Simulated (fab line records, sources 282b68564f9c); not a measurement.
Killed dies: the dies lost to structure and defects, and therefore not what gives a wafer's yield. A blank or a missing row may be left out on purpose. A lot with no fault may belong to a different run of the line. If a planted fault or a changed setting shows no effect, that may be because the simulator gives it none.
Struck lot and sound lot, side by side || flow rit cmos || 16 out of 202 route steps
Sound: these wafers, L698.3, L698.4, L698.5. Struck: wafers L686.1, L686.2, L686.4. The cause is given at the end.
Order at every step that has rows: each side's tool, ch and its chambers, its first start. Under that, the readings that differ: sound wafers || struck wafers || difference of the means || sigmas: that difference in standard deviations of wafers without a fault.
alike: readings with means less than 2 such deviations apart, plus words and numbers identical on both sides. not compared: withheld readings, readings lacking a value on some wafer, bounds such as >300 that could conceal the same value, and numbers that have no deviation in the record and whose values overlap.
Wherever a step has rows on one side only, a row that says differs or no value, or a row with sigmas, the two part there. Numbers that don't overlap but have no deviation are shown without sigmas and don't part them. A reading that every wafer of one side lacks parts them only if that side has two wafers or more.

RIT_ACTIVE_BOW_MEAS_00:
  sound: film metro-03 at day 5 09:02; struck: film metro-02 at day 2 21:00
  alike: INCOMING_BOW
then, 1 step without rows for these wafers: RIT_ACTIVE_OXIDATION_01 (target thk 46.8 nm, ox time 3360 s).
RIT_ACTIVE_THK_MEAS_02:
  sound: film metro-01 at day 5 11:55; struck: film metro-03 at day 3 00:34
  alike: ACTIVE_OXIDE_THK
then, 1 step without rows for these wafers: RIT_ACTIVE_CVD_03 (deposits Si3N4 from SiH2Cl2/NH3, target thk 150 nm, time 1500 s).
RIT_ACTIVE_THK_MEAS_04:
  sound: film metro-03 at day 5 13:23; struck: film metro-01 at day 3 02:15
  alike: ACTIVE_NITRIDE_THK
then, 3 steps without rows for these wafers: RIT_ACTIVE_HMDS_05 (prime time 60 s); RIT_ACTIVE_COAT_06 (resist thk 1000 nm); RIT_ACTIVE_SOFTBAKE_07 (time 60 s).
RIT_ACTIVE_EXPOSE_08: exposes mask M1, target cd 1400 nm.
  sound on iline stepper-02 ch 0, day 5 14:02; struck on iline stepper-01 ch 0, day 3 02:53
{"reading": "exposure dose mJ cm2", "sound": "224.93 224.42 224.87", "struck": "220.30 220.51 220.05", "difference": -4.45, "sigmas": -16}
  alike: mask
then, 2 steps without rows for these wafers: RIT_ACTIVE_PEB_09; RIT_ACTIVE_DEVELOP_10 (develop time 50 s).
RIT_ACTIVE_CD_MEAS_11: target cd 1400 nm.
  sound: cd sem-02 at day 5 14:26; struck: cd sem-02 at day 3 03:17
  alike: cd nm
then, 1 step without rows for these wafers: RIT_ACTIVE_HARDBAKE_12 (time 60 s).
RIT_ACTIVE_ETCH_13: etches Si3N4 in SF6, stops on SiO2, time 210 s, target depth 210 nm.
  sound on rie diel-02 ch 1,3, day 5 14:40; struck on rie diel-04 ch 0,1,2, day 3 03:33
  alike: drypump motor current A, oes product au, throttle valve pct
  not compared: rf hours counter h, model.ACTIVE.cd nm
RIT_ACTIVE_STRIP_14: strips in O2, time 180 s.
  sound on plasma asher-02 ch 0,1, day 5 14:52; struck on plasma asher-01 ch 0,1, day 3 03:41
  alike: drypump motor current A
  not compared: rf hours counter h
-- the record jumps here: 2 days lie between the struck wafers' starts before and after (it left off in module ACTIVE and takes up again in module M1, whose first step shown is number 202 of the route) --
RIT_M1_PROBE_99:
  sound: prober-01 at day 7 11:03; struck: prober-02 at day 5 05:18
  alike: killed at front end, killed dies, killed on rim, killed open, killed short

WHERE THEY PART
At RIT_ACTIVE_EXPOSE_08 and nowhere else, as far as this record goes. Later steps at which nothing parts them and some readings are alike: RIT_ACTIVE_CD_MEAS_11, RIT_ACTIVE_ETCH_13, RIT_ACTIVE_STRIP_14, RIT_M1_PROBE_99.

WHY: what had been put in by the simulator
Process parameter drift: iline stepper-01, from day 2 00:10 on, at RIT_ACTIVE_EXPOSE_08. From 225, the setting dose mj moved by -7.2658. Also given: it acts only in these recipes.
